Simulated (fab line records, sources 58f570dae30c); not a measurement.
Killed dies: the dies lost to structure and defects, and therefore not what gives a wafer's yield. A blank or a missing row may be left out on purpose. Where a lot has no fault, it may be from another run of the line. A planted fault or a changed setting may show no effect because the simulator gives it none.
A sampling plan put to the test + flow berkeley_cmos170 + one fab line, 26 faults that these records tell of, each judged on the records of the lots that it struck; 1 more is left out, because the records don't allow judging it
The plan is the line's own looks: the steps of the route at which a gauge or an inspection reads the wafer and doesn't change it. A look is open to judgement when struck wafers have a number at it and the file gives its usual mean and standard deviation on fault-free wafers. Caught: 4 or more of those standard deviations (sigma) separate the usual mean from the mean of the struck wafers at a look after the fault's first step. On the tool: the same test on the tool's own readings at the fault's steps. If the struck wafers alone have a blank record, or they carry another recipe, that too counts as caught.

== THE FAULTS, as the simulator had put them in ==
1. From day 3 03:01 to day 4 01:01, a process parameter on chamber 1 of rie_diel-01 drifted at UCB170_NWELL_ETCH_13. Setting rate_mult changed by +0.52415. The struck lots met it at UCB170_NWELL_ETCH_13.
2. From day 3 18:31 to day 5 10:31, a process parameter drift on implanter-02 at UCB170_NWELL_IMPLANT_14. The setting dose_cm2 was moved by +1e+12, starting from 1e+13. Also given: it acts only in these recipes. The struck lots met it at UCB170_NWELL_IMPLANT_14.
3. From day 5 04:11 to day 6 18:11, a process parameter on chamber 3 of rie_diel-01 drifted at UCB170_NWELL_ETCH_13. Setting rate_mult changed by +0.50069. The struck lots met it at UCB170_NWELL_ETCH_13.
4. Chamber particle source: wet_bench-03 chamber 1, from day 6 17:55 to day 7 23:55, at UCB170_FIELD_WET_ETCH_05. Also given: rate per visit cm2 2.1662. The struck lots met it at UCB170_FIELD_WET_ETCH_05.
5. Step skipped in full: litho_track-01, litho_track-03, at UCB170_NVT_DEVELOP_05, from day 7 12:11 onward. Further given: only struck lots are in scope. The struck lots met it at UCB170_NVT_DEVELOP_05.
6. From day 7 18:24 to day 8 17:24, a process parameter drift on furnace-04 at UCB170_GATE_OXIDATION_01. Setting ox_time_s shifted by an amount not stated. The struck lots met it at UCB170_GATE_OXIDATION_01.
7. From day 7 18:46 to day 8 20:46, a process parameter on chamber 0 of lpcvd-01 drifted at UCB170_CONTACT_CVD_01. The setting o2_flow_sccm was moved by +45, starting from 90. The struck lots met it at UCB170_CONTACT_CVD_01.
8. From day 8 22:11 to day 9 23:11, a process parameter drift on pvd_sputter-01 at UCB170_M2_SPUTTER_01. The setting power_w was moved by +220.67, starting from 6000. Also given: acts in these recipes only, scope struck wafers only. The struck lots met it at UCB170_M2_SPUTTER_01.
9. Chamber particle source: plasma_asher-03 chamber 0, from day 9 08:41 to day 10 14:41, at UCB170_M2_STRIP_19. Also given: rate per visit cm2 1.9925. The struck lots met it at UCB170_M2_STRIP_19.
10. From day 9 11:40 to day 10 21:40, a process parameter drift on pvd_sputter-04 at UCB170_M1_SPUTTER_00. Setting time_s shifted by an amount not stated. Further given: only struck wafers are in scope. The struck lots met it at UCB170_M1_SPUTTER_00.
11. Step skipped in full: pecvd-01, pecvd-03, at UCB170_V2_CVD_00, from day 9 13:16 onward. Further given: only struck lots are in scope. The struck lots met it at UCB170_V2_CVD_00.
12. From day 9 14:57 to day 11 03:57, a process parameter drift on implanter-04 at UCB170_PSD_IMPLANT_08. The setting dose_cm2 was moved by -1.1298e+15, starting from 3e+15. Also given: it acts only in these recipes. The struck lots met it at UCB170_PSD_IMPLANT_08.
13. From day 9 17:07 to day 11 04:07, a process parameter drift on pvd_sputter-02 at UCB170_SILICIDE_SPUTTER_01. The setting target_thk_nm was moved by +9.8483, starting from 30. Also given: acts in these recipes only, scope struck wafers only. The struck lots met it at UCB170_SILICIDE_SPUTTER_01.
14. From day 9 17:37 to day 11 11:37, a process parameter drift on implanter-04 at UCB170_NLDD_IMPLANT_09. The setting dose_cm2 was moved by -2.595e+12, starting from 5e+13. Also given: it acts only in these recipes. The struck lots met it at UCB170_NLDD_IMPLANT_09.
15. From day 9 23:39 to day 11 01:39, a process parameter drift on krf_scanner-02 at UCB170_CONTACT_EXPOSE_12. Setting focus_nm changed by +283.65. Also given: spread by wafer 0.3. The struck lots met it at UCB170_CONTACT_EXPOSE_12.
16. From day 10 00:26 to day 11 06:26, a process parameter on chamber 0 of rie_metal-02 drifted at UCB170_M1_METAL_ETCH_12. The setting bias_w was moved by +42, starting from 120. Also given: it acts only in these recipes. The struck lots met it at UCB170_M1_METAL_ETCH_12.
17. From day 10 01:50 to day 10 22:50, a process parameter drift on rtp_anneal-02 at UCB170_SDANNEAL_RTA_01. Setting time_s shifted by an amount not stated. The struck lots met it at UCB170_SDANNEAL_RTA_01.
18. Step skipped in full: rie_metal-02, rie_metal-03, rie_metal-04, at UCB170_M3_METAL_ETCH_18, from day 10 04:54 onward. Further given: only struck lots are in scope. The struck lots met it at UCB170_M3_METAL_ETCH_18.
19. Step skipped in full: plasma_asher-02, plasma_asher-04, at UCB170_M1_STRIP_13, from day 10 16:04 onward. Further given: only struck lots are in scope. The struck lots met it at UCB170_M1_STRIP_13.
20. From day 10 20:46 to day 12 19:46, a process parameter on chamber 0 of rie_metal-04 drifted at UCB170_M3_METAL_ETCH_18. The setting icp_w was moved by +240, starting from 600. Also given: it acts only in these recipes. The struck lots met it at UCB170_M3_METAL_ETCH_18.
21. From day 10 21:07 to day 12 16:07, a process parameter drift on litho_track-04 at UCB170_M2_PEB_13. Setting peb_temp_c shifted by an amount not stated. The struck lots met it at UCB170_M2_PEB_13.
22. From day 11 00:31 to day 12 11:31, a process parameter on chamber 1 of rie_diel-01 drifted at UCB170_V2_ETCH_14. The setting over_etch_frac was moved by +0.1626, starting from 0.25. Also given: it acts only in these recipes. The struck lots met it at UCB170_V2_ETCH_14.
23. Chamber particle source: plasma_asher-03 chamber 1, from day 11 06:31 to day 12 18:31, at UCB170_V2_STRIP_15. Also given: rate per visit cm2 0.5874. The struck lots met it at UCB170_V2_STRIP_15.
24. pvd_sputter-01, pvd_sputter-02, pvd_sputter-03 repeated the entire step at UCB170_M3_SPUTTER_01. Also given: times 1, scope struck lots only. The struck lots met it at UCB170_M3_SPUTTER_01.
25. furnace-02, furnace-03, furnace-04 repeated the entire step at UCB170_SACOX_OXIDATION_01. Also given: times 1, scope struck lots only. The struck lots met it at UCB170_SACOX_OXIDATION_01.
26. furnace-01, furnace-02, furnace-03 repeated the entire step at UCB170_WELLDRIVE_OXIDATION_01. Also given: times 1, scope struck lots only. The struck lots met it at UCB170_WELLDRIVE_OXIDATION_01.

== WHAT THE PLAN SAW ==
| fault | on the tool itself                               | first look that catches it                      | reading, sigma                                      | median hours from its first step to that look | hours from the fault's start to the first struck lot there | judged looks passed uncaught |
|-------|--------------------------------------------------|-------------------------------------------------|-----------------------------------------------------|-----------------------------------------------|------------------------------------------------------------|------------------------------|
| 1     | under 2 sigma                                    | not the one look that can be judged after it    | -                                                   | -                                             | -                                                          | 1                            |
| 2     | dose_ions_cm2 +99 or beyond sigma                | UCB170_NWELL_TW_MEAS_16                         | NWELL_TW +6.7                                       | 0.2                                           | 3                                                          | 0                            |
| 3     | under 2 sigma                                    | not the one look that can be judged after it    | -                                                   | -                                             | -                                                          | 1                            |
| 4     | no reading that can be judged                    | none of the 6 looks that can be judged after it | -                                                   | -                                             | -                                                          | 6                            |
| 5     | no reading that can be judged                    | no look after it can be judged                  | -                                                   | -                                             | -                                                          | 0                            |
| 6     | under 2 sigma                                    | UCB170_GATE_THK_MEAS_02                         | GATE_OXIDE_THK +20                                  | 1.5                                           | 7                                                          | 0                            |
| 7     | o2_flow_sccm +99 or beyond sigma                 | UCB170_CONTACT_THK_MEAS_02                      | CONTACT_PSG_THK +30                                 | 1.8                                           | 1                                                          | 0                            |
| 8     | cathode_dc_power_W +99 or beyond sigma           | none of the 4 looks that can be judged after it | strongest: M2_AL_RS at UCB170_M2_RS_MEAS_02, -2.0   | -                                             | -                                                          | 4                            |
| 9     | under 2 sigma                                    | no look after it can be judged                  | -                                                   | -                                             | -                                                          | 0                            |
| 10    | under 2 sigma                                    | UCB170_M1_RS_MEAS_01                            | M1_AL_RS +44                                        | 0.1                                           | 6                                                          | 0                            |
| 11    | the tool's record is blank for the struck wafers | no look after it can be judged                  | -                                                   | -                                             | -                                                          | 0                            |
| 12    | dose_ions_cm2 -99 or beyond sigma                | UCB170_PSD_TW_MEAS_10                           | PSD_TW -18                                          | 0.2                                           | 6                                                          | 0                            |
| 13    | under 2 sigma                                    | UCB170_SILICIDE_RS_MEAS_02                      | SILICIDE_TI_RS -20                                  | 0.1                                           | 9                                                          | 0                            |
| 14    | dose_ions_cm2 -43 sigma                          | UCB170_SDANNEAL_RS_MEAS_05                      | NLDD_RS +7.1                                        | 13.9                                          | 14                                                         | 0                            |
| 15    | exposure_dose_mJ_cm2 -11 sigma                   | none of the 2 looks that can be judged after it | strongest: cd_nm at UCB170_CONTACT_CD_MEAS_15, +2.8 | -                                             | -                                                          | 2                            |
| 16    | bias_w +99 or beyond sigma                       | no look after it can be judged                  | -                                                   | -                                             | -                                                          | 0                            |
| 17    | under 2 sigma                                    | UCB170_SDANNEAL_RS_MEAS_02                      | PSD_RS -52                                          | 0.1                                           | 0                                                          | 0                            |
| 18    | the tool's record is blank for the struck wafers | no look after it can be judged                  | -                                                   | -                                             | -                                                          | 0                            |
| 19    | no reading that can be judged                    | not the one look that can be judged after it    | -                                                   | -                                             | -                                                          | 1                            |
| 20    | rf_fwd_power_W +99 or beyond sigma               | UCB170_M3_CD_MEAS_90                            | cd_nm -5.9                                          | 0.3                                           | 9                                                          | 0                            |
| 21    | heater_power_total_W +89 sigma                   | UCB170_M2_CD_MEAS_15                            | cd_nm -22                                           | 0.3                                           | 4                                                          | 0                            |
| 22    | oes_product_au -4.5 sigma                        | no look after it can be judged                  | -                                                   | -                                             | -                                                          | 0                            |
| 23    | under 2 sigma                                    | no look after it can be judged                  | -                                                   | -                                             | -                                                          | 0                            |
| 24    | under 2 sigma                                    | UCB170_M3_RS_MEAS_02                            | M3_AL_RS -38                                        | 0.3                                           | -                                                          | 0                            |
| 25    | no reading that can be judged                    | UCB170_SACOX_THK_MEAS_02                        | SACOX_OXIDE_THK +34                                 | 4.8                                           | -                                                          | 0                            |
| 26    | no reading that can be judged                    | UCB170_WELLDRIVE_THK_MEAS_02                    | WELLDRIVE_OXIDE_THK +29                             | 8.0                                           | -                                                          | 0                            |
A dash: the fault is not caught, or the number is missing from these records.

Caught at a look: 13 of 26. Caught on the tool: 12 of 26. By one or the other: 19 of 26.
Faults caught by the tool alone: 8, 11, 15, 16, 18, 22.
Caught at a look alone: faults 6, 10, 13, 17, 24, 25, 26.
Caught by neither: faults 1, 3, 4, 5, 9, 19, 23.

== THINNER SAMPLING ==
Were the look that catches a fault to measure just every second or every third lot (counted by lot number), the first struck lot would, at worst, be measured this late:
| fault | struck lots at that look, in order of time | every lot | every second lot | every third lot |
|-------|--------------------------------------------|-----------|------------------|-----------------|
| 2     | L227, L228                                 | 3 h       | 15 h             | may miss all 2  |
| 6     | L495, L494, L496                           | 7 h       | 7 h              | 19 h            |
| 7     | L542, L540                                 | 1 h       | may miss all 2   | may miss all 2  |
| 10    | L244, L245                                 | 6 h       | 26 h             | may miss all 2  |
| 12    | L671, L670, L669                           | 6 h       | 6 h              | 13 h            |
| 13    | L787, L783                                 | 9 h       | may miss all 2   | may miss all 2  |
| 14    | L547, L552                                 | 14 h      | 42 h             | may miss all 2  |
| 17    | L150, L149                                 | 0 h       | 6 h              | may miss all 2  |
| 20    | L572, L571                                 | 9 h       | 14 h             | may miss all 2  |
| 21    | L802, L805                                 | 4 h       | 4 h              | may miss all 2  |
Hours are from the fault's start to the first struck lot that is measured. Since the struck wafers were tested as one group against 4 sigma, a single lot by itself may lie under the limit. Other struck lots may not be in these records.

== THE LONGEST TIMED WAY FROM STEP TO LOOK ==
In fault 14, a median of 13.9 hours elapses between UCB170_NLDD_IMPLANT_09 and UCB170_SDANNEAL_RS_MEAS_05. No look between them can be judged.
